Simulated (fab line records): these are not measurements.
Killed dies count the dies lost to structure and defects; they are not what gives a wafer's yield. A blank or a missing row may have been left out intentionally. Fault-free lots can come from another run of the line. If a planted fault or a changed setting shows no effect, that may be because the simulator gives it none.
Problem report in the 8D (eight disciplines) form, filled by code	flow rit cmos	the parts of the form that need people (team, actions taken, sign-off) are left out

== 1. PROBLEM STATEMENT ==
Wafers free of any fault read 401 nm (standard deviation 5.7) for CONTACT_TEOS_THK at RIT_CONTACT_THK_MEAS_01, against a mean of 320 nm on 3 wafers of 2 lots. Measured from the usual mean, that is -14 standard deviations.
First observed at day 6 23:01: wafer L264.2, on film metro-04. The record has a number at this step for 42 wafers belonging to 14 lots. By rule, "out" or "out of limits" means more than 4 standard deviations away from the usual mean. All remaining wafers that have a number are taken as sound.

== 2. WHAT IT IS, WHAT IT ISN'T ==
question	is	is not
which readings at this step	CONTACT_TEOS_THK	-
which lots	L264, L267	L248, L249, L250, L251, L252, L253, L255, L257, L258, L259, L262, L270
which wafers of those lots	L264.2, L267.2, L267.4	L264.3, L264.6, L267.5
read on which gauges	film metro-03, film metro-04	film metro-01
when	from day 6 23:01	up to then (35 sound wafers); but 4 sound wafers of L267, L270 came after

== 3. THE SUSPECTS, EACH WITH WHAT RULES IT OUT ==
Counting: if a tool at a process step up to the reading ran every lot that is out, it stays a suspect. Sound lots after the first of them don't rule it out here, since some wafers of a struck lot are sound.
- the gauge at RIT_CONTACT_THK_MEAS_01: ruled out. The wafers that are out were read on 2 gauges (film metro-03, film metro-04).
- pecvd-03 at RIT_CONTACT_CVD_00 (deposits SiO2 from TEOS, target thk 400 nm, time 61 s): kept. It processed each lot that is out (first: L264, day 6 22:56); up to then, its last sound lot is L258 (day 5 15:49).
- Within pecvd-03 at RIT_CONTACT_CVD_00, the wafers that are out were processed in chamber 0 and their sound lot-mates in chamber 1.
After counting, what remains is pecvd-03 at RIT_CONTACT_CVD_00.

== 4. THE CAUSE (what the simulator had put in) ==
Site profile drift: pecvd-03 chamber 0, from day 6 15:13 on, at RIT_CONTACT_CVD_00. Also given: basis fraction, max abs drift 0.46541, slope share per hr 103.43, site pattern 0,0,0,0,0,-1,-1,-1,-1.
After counting, this tool was the only one left.

== 5. THE CHAIN OF EFFECTS, in route order ==
Each row: a reading where the mean over the struck wafers with a number is more than 3 standard deviations away from the usual. Only readings for which the record gives a usual standard deviation are gone through. hours: the time from each lot's start at the first step in this table that gives one to its start at this step, as a median over the lots. sigmas: the change in usual standard deviations.
hours	step	reading	usual	on struck wafers	change	sigmas
0	RIT_CONTACT_THK_MEAS_01	CONTACT_TEOS_THK	401 nm	320	-81	-14
7	RIT_M1_PROBE_99	killed at contacts	0.1	1.0	+0.9	+3.2
The process steps in it:
- RIT_M1_PROBE_99

== 6. HOW IT WOULD HAVE BEEN CAUGHT EARLIER ==
8 hours passed between the start of the fault at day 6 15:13 and the first reading out of limits at a measuring or inspecting step in this record, taken at day 6 23:01.
No tool reading at RIT_CONTACT_CVD_00 that has a usual standard deviation in the record was out on any struck wafer, so an alarm limit of 4 standard deviations on those readings would not have fired.
Among the 2 lots that are out, L267 began RIT_CONTACT_CVD_00 on pecvd-03 after day 6 23:01. Holding the tool at that time would have saved it.
